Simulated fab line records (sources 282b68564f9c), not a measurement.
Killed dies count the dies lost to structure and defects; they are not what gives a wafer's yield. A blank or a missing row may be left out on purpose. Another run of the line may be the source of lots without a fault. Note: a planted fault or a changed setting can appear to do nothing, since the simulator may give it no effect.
What tool caused it? ; flow ritCmos ; 14 lots, 42 wafers sampled, at 2 steps of a route of 202

== WHAT THE GAUGES SHOWED, per wafer ==
The record holds no reading of a measuring or inspecting step that can be judged against a usual standard deviation.

== EACH LOT AND THE TOOL THAT RAN IT (in order: tool; ch and the chambers of the sampled wafers; start) ==
lot;RIT_SDANNEAL_CLEAN_02;RIT_M1_PROBE_99
L490;wetBench-02 ch 0, day 3 03:02;-
L491;wetBench-04 ch 1, day 3 07:51;-
L492;wetBench-02 ch 2, day 3 17:31;-
L495;wetBench-02 ch 3, day 4 08:48;-
L496;wetBench-04 ch 2, day 4 13:26;-
L497;wetBench-02 ch 3, day 4 18:37;-
L498;wetBench-04 ch 2, day 5 01:58;-
L499;wetBench-02 ch 1, day 5 07:11;-
L500;wetBench-02 ch 3, day 5 13:40;-
L502;wetBench-04 ch 2, day 5 18:39;-
L503;wetBench-04 ch 1, day 6 01:16;-
L506;wetBench-02 ch 1, day 7 00:22;-
L509;wetBench-02 ch 3, day 7 17:59;prober-02, day 8 01:47
L510;wetBench-02 ch 2, day 8 04:31;-
- RIT_SDANNEAL_CLEAN_02: cleans in SC2, time 600 s.
- RIT_M1_PROBE_99

== AS READ BY THE TOOLS THEMSELVES (means over the sampled wafers that have a number; for cases with no such wafer, the mark the record gives instead) ==
RIT_SDANNEAL_CLEAN_02.
lot;tool;runLengthS (s)
L490;wetBench-02;627
L491;wetBench-04;625
L492;wetBench-02;626
L495;wetBench-02;626
L496;wetBench-04;632
L497;wetBench-02;626
L498;wetBench-04;624
L499;wetBench-02;631
L500;wetBench-02;633
L502;wetBench-04;624
L503;wetBench-04;624
L506;wetBench-02;625
L509;wetBench-02;357
L510;wetBench-02;355

RIT_M1_PROBE_99.
lot;tool;killedAtContacts;killedAtFrontEnd;killedDies;killedOpen;killedShort
L509;prober-02;0.0;12;12;6.0;5.7

== THE ANSWER, worked out from the rows above alone ==
Rule: the usual values come from the lots themselves. The widest of any qualifying gaps counts: lots, ordered by their means at a reading, are off when they make up no more than a third of the lots, leave a main group of 4 or more, and stand apart from it by 3 or more times the standard deviation of that group's means. Not used: any main group whose means are identical at the precision the tables above print for the reading. Also off: a lot with no number at a reading for which 4 or more lots have one. The other lots that the step has rows for count as sound. After the gauges, taken in route order, come the tools' own readings; for these a lot's mean is taken, as printed above. The first step at which some lot is off is used, and at that step the reading that is off furthest; a lot without a number counts as furthest.
Off, at RIT_SDANNEAL_CLEAN_02 on runLengthS: L509, L510. For the main group the mean is 627 s and the standard deviation 3.1.
If a tool, at that step or one of the process steps before it, ran each lot that is off and ran no sound lot following the first of them, it fits. One fits: RIT_SDANNEAL_CLEAN_02 on wetBench-02. Its last sound lot is L506 (day 7 00:22), its first lot that is off L509 (day 7 17:59): a fault that began between those two fits.
The tool's own readings at RIT_SDANNEAL_CLEAN_02 bear it out: on the lots that are off they differ by more than 5 times the standard deviation of the sound lots' means. runLengthS reads 356 s there against 627 s on the sound lots.

== WHAT THE SIMULATOR HAD PUT IN ==
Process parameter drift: wetBench-02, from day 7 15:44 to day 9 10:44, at RIT_SDANNEAL_CLEAN_02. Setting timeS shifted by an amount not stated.
Shown lots that were struck: L509, L510. The rule given above showed the same thing.
